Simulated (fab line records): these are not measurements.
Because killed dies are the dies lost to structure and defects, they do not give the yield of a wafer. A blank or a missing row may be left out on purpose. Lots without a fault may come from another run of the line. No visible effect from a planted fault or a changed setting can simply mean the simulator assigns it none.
fab line records    flow berkeley_cmos170
record: lots: 14  wafers: 42  last_day: 11
route steps=331 shown NWELL@18
lots with no fault: from the same line, run without faults
start_h: start of the lot's first displayed wafer, in hours after the record's first day    wait_h: how many hours have passed since the lot's step before this one    " repeats the value in the row above    L1.1+2: a row that stands for several wafers    - value missing, or start not given    * or withheld: withheld    < > ~ a bound
route shown NAME@n: a module of which the file shows steps, and the number in the route of the first    usual: mean/standard deviation taken from wafers without a fault    same: alike in all rows    chamber/n: place in a boat    sites: readings site by site    _std_site: how widely they spread, as a standard deviation    _edge_site: outer sites' mean less inner sites'    radius_mm: how far each site lies from the wafer's centre    mask NAME#n: copy n    behind: the tool/chamber that last shaped the wafer    hold: the reason the lot was held/the length of the hold in hours/how it ended    device: names the non-switching transistor (n, p or np)    end of line: tests run on the same wafers once the route is complete    step lacking rows: just its recipe    killed: dies that structure and defects cost at the first sort, which is not the same as the wafer's yield    map: dies across one wafer; x = killed, . = not, _ = none there
set.NAME: the run value of the setting; set.NAME@STEP: its run value at that earlier step    model.NAME: the simulator's own value behind a step, which no gauge read
the route's steps for a sample of lots (tables are steps, rows are wafers)
services: from which hour (start_h, from the record's first day; less than 0 if before it) a tool's chamber was out of use, for how many hours, and why
== steps ==
step: UCB170_NWELL_CVD_04
recipe: material: Si3N4  target_thk_nm: 224  temp_c: 800  precursor: SiH2Cl2/NH3  time_s: 3360  pressure_mtorr: 200  sih2cl2_flow_sccm: 25  nh3_flow_sccm: 75
usual: sih2cl2_flow_sccm: 25.00/0.074  spike_tc_source_C: 822.9/2.4  zone_power_load_pct: 20.2/1.4
lot.wafer  tool      chamber  start_h  wait_h  sih2cl2_flow_sccm  spike_tc_source_C  zone_power_load_pct
L826.1     lpcvd-02  1        28.25    2.3     25.03              821.2              22.2
L826.4     "         1        "        "       25.14              821.7              22.2
L826.5     "         1        "        "       25.04              820.6              22.0
L827.4     lpcvd-01  0        29.93    0.0     24.93              827.8              19.1
L827.5     "         0        "        "       25.00              824.6              19.0
L827.6     "         0        "        "       25.02              826.4              19.0
L828.1     lpcvd-02  1        35.47    0.0     24.98              821.4              22.4
L828.3     "         1        "        "       24.93              821.6              22.3
L828.4     "         1        "        "       25.01              819.8              22.1
L830.1     lpcvd-02  1        50.72    0.0     25.00              821.0              22.1
L830.3     "         1        "        "       24.84              820.4              22.2
L830.4     "         1        "        "       25.00              820.6              22.1
L831.2     lpcvd-02  0        50.72    0.0     25.02              820.5              20.7
L831.3     "         0        "        "       25.12              824.2              20.9
L831.5     "         0        "        "       25.07              824.9              20.7
L833.2     lpcvd-02  1        61.58    0.0     24.95              820.2              21.9
L833.3     "         1        "        "       24.95              820.9              22.3
L833.4     "         1        "        "       24.92              819.6              22.3
L834.2     lpcvd-01  0        68.43    0.0     24.90              824.6              19.0
L834.4     "         0        "        "       25.00              825.8              18.8
L834.5     "         0        "        "       24.94              826.7              18.8
L836.2     lpcvd-01  1        79.68    0.1     25.07              823.9              19.4
L836.3     "         1        "        "       25.04              822.2              19.1
L836.4     "         1        "        "       24.87              822.4              18.9
L837.3     lpcvd-01  1        86.87    0.0     24.86              822.9              18.9
L837.4     "         1        "        "       24.99              819.6              19.0
L837.6     "         1        "        "       24.96              822.1              19.1
L838.2     lpcvd-02  0        93.32    1.7     24.96              825.0              20.8
L838.5     "         0        "        "       24.97              824.0              20.8
L838.6     "         0        "        "       24.96              824.1              20.2
L840.1     lpcvd-02  1        102.98   1.3     24.99              821.9              22.3
L840.3     "         1        "        "       25.03              820.4              22.1
L840.6     "         1        "        "       25.07              820.4              22.1
L842.1     lpcvd-01  0        106.52   0.0     24.88              825.1              19.0
L842.3     "         0        "        "       24.92              825.4              19.0
L842.6     "         0        "        "       24.99              825.9              19.0
L842.1     lpcvd-02  0        108.62   0.2     24.99              824.4              20.6
L842.3     "         0        "        "       24.96              823.7              20.9
L842.6     "         0        "        "       24.99              824.1              20.6
L845.1     lpcvd-01  0        123.00   0.6     24.98              827.8              19.1
L845.5     "         0        "        "       24.94              824.2              18.9
L845.6     "         0        "        "       25.06              826.1              19.1
L845.1     lpcvd-01  0        126.04   1.1     25.00              826.0              18.8
L845.5     "         0        "        "       24.98              824.8              18.9
L845.6     "         0        "        "       25.07              826.1              19.1
L848.2     lpcvd-02  0        138.02   0.0     25.05              822.2              20.7
L848.4     "         0        "        "       25.02              823.7              20.7
L848.5     "         0        "        "       25.02              824.3              20.8
step: UCB170_NWELL_THK_MEAS_05
recipe: reads: Si3N4_of_NWELL_CVD_04
usual: NWELL_NITRIDE_THK: 225.2/1.7
lot.wafer  tool           chamber  start_h  wait_h  NWELL_NITRIDE_THK[nm]
L826.1     film_metro-02  -        30.18    0.0     223.3
L826.4     "              -        "        "       225.4
L826.5     "              -        "        "       224.0
L827.4     film_metro-02  -        31.89    0.0     223.6
L827.5     "              -        "        "       225.2
L827.6     "              -        "        "       224.0
L828.1     film_metro-03  -        37.41    0.0     223.8
L828.3     "              -        "        "       226.7
L828.4     "              -        "        "       222.4
L830.1     film_metro-03  -        52.65    0.0     225.5
L830.3     "              -        "        "       225.5
L830.4     "              -        "        "       226.4
L831.2     film_metro-02  -        52.68    0.0     227.2
L831.3     "              -        "        "       225.0
L831.5     "              -        "        "       228.5
L833.2     film_metro-03  -        63.53    0.0     224.1
L833.3     "              -        "        "       223.9
L833.4     "              -        "        "       224.0
L834.2     film_metro-01  -        70.38    0.0     225.0
L834.4     "              -        "        "       226.3
L834.5     "              -        "        "       226.1
L836.2     film_metro-03  -        81.63    0.0     224.9
L836.3     "              -        "        "       225.6
L836.4     "              -        "        "       225.9
L837.3     film_metro-01  -        88.83    0.0     226.0
L837.4     "              -        "        "       226.9
L837.6     "              -        "        "       225.2
L838.2     film_metro-03  -        95.27    0.0     224.8
L838.5     "              -        "        "       223.8
L838.6     "              -        "        "       224.1
L840.1     film_metro-02  -        104.91   0.0     228.1
L840.3     "              -        "        "       226.5
L840.6     "              -        "        "       226.6
L842.1     film_metro-01  -        110.56   0.0     450.2
L842.3     "              -        "        "       450.8
L842.6     "              -        "        "       451.8
L845.1     film_metro-02  -        127.97   0.0     446.1
L845.5     "              -        "        "       443.6
L845.6     "              -        "        "       450.0
L848.2     film_metro-02  -        139.96   0.0     225.3
L848.4     "              -        "        "       226.3
L848.5     "              -        "        "       225.5
step: UCB170_NWELL_ETCH_13
recipe: chemistry: CH3F/Ar/O2  target: Si3N4  stop_on: SiO2  CH3F_flow_sccm: 20  Ar_flow_sccm: 50  O2_flow_sccm: 7  pressure_mtorr: 50  rf_w: 450  target_depth_a: 2464  over_etch_frac: 0.1  time_s: 154
usual: chamber_pressure_mTorr: 50.00/0.047  drypump_motor_current_A: 5.6/0.49  oes_product_au: 0.938/0.015  throttle_valve_pct: 8.08/0.11
lot.wafer  tool         chamber  start_h  wait_h  chamber_pressure_mTorr  drypump_motor_current_A  oes_product_au  rf_hours_counter_h  throttle_valve_pct
L826.1     rie_diel-04  1        31.12    0.0     49.94                   5.7                      0.923           121                 8.14
L826.4     "            2        "        "       49.98                   6.2                      0.934           7                   8.06
L826.5     "            3        "        "       50.03                   5.8                      0.941           -                   8.14
L827.4     rie_diel-03  0        33.10    0.0     49.99                   5.5                      0.932           44                  7.93
L827.5     "            1        "        "       50.05                   5.7                      0.957           -                   8.01
L827.6     "            2        "        "       50.01                   5.6                      0.923           -                   8.18
L828.1     rie_diel-01  2        38.74    0.0     49.99                   5.0                      0.908           28                  8.03
L828.3     "            1        "        "       50.02                   6.4                      0.951           103                 7.91
L828.4     "            1        "        "       49.99                   6.4                      0.930           -                   7.92
L830.1     rie_diel-01  0        53.71    0.0     49.99                   4.9                      0.924           123                 8.02
L830.3     "            2        "        "       50.08                   5.0                      0.930           29                  8.03
L830.4     "            3        "        "       49.96                   5.6                      0.956           132                 8.20
L831.2     rie_diel-04  3        54.00    0.0     49.98                   5.8                      0.959           140                 8.15
L831.3     "            2        "        "       50.06                   6.1                      0.936           8                   8.06
L831.5     "            2        "        "       50.01                   6.1                      0.942           -                   8.07
L833.2     rie_diel-01  3        64.68    0.0     50.03                   5.6                      0.953           132                 8.18
L833.3     "            2        "        "       50.07                   5.1                      0.921           30                  8.05
L833.4     "            1        "        "       49.98                   6.4                      0.935           104                 7.90
L834.2     rie_diel-03  3        72.01    0.0     50.05                   4.8                      0.918           16                  8.32
L834.4     "            1        "        "       49.93                   5.7                      0.956           4                   8.03
L834.5     "            3        "        "       50.01                   4.8                      0.918           -                   8.31
L836.2     rie_diel-01  0        83.67    0.0     50.00                   4.9                      0.921           125                 7.98
L836.3     "            1        "        "       49.94                   6.4                      0.942           105                 7.90
L836.4     "            3        "        "       50.02                   5.5                      0.948           133                 8.19
L837.3     rie_diel-04  0        89.74    0.0     49.99                   6.0                      0.955           4                   8.16
L837.4     "            2        "        "       50.06                   6.1                      0.945           10                  8.07
L837.6     "            3        "        "       49.97                   5.8                      0.942           -                   8.15
L838.2     rie_diel-01  0        96.53    0.0     49.99                   5.0                      0.910           125                 8.00
L838.5     "            1        "        "       50.04                   6.4                      0.942           -                   7.93
L838.6     "            2        "        "       49.99                   5.0                      0.924           -                   8.01
L840.1     rie_diel-01  1        105.85   0.0     50.02                   6.4                      0.957           105                 7.91
L840.3     "            2        "        "       50.00                   5.0                      0.926           31                  8.02
L840.6     "            1        "        "       50.07                   6.4                      0.949           -                   7.91
L842.1     rie_diel-04  0        111.81   0.0     49.95                   6.0                      1.013           5                   8.17
L842.3     "            1        "        "       49.92                   5.7                      0.980           125                 8.15
L842.6     "            3        "        "       49.99                   5.7                      0.993           -                   8.14
L845.1     rie_diel-01  2        129.12   0.0     49.95                   5.1                      0.982           31                  8.03
L845.5     "            3        "        "       50.01                   5.5                      1.013           -                   8.20
L845.6     "            0        "        "       50.07                   4.9                      0.981           -                   8.00
L848.2     rie_diel-03  1        141.19   0.0     50.06                   5.7                      0.950           7                   8.02
L848.4     "            3        "        "       50.01                   4.8                      0.910           19                  8.31
L848.5     "            0        "        "       49.98                   5.4                      0.940           -                   7.93
== services ==
tool         chamber  start_h  hours  kind
lpcvd-02     -        21.75    0.5    repair
rie_diel-01  3        36.50    4.4    repair
lpcvd-02     -        63.71    0.8    repair
rie_diel-01  3        77.42    1.9    repair
rie_diel-03  3        83.83    1.3    repair
rie_diel-01  0        87.39    2.9    repair
rie_diel-03  1        99.21    2.8    repair
lpcvd-02     -        102.17   0.8    repair
rie_diel-03  -        116.01   2.8    pm
== key ==
first_sign: step: UCB170_NWELL_CVD_04  reading: visit  direction: added
effect: step: UCB170_NWELL_THK_MEAS_05  reading: NWELL_NITRIDE_THK  direction: up  sigmas: 99+  usual: 225.2  struck: 448.7
effect: step: UCB170_NWELL_ETCH_13  reading: oes_product_au  direction: up  sigmas: 3.8  usual: 0.938  struck: 0.994
met_at UCB170_NWELL_CVD_04
struck_lots L842,L845
later_rows_left_out L842.1,L842.3,L842.6,L845.1,L845.5,L845.6
sort_left_out L842.1,L842.3,L842.6,L845.1,L845.5,L845.6
tester_left_out L842,L845
fault: kind: repeated_step_whole  tool: lpcvd-01,lpcvd-02  chamber: -  onset_h: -  steps: UCB170_NWELL_CVD_04  times: 1  scope: struck_lots_only
tester_left_out: of these lots the tester's yield and bins aren't shown, on N5 and GAA mostly nor the transistor test; their killed dies are dies lost to structure and defects alone, not to doping, threshold or leakage, so they don't give the yield
sort_left_out: the simulated sort isn't trusted on such a fault, so these wafers' sort isn't shown, and their yield isn't known
later_rows_left_out: the simulator's readings of these wafers behind a module that went badly wrong aren't trusted and aren't shown, but for the sort
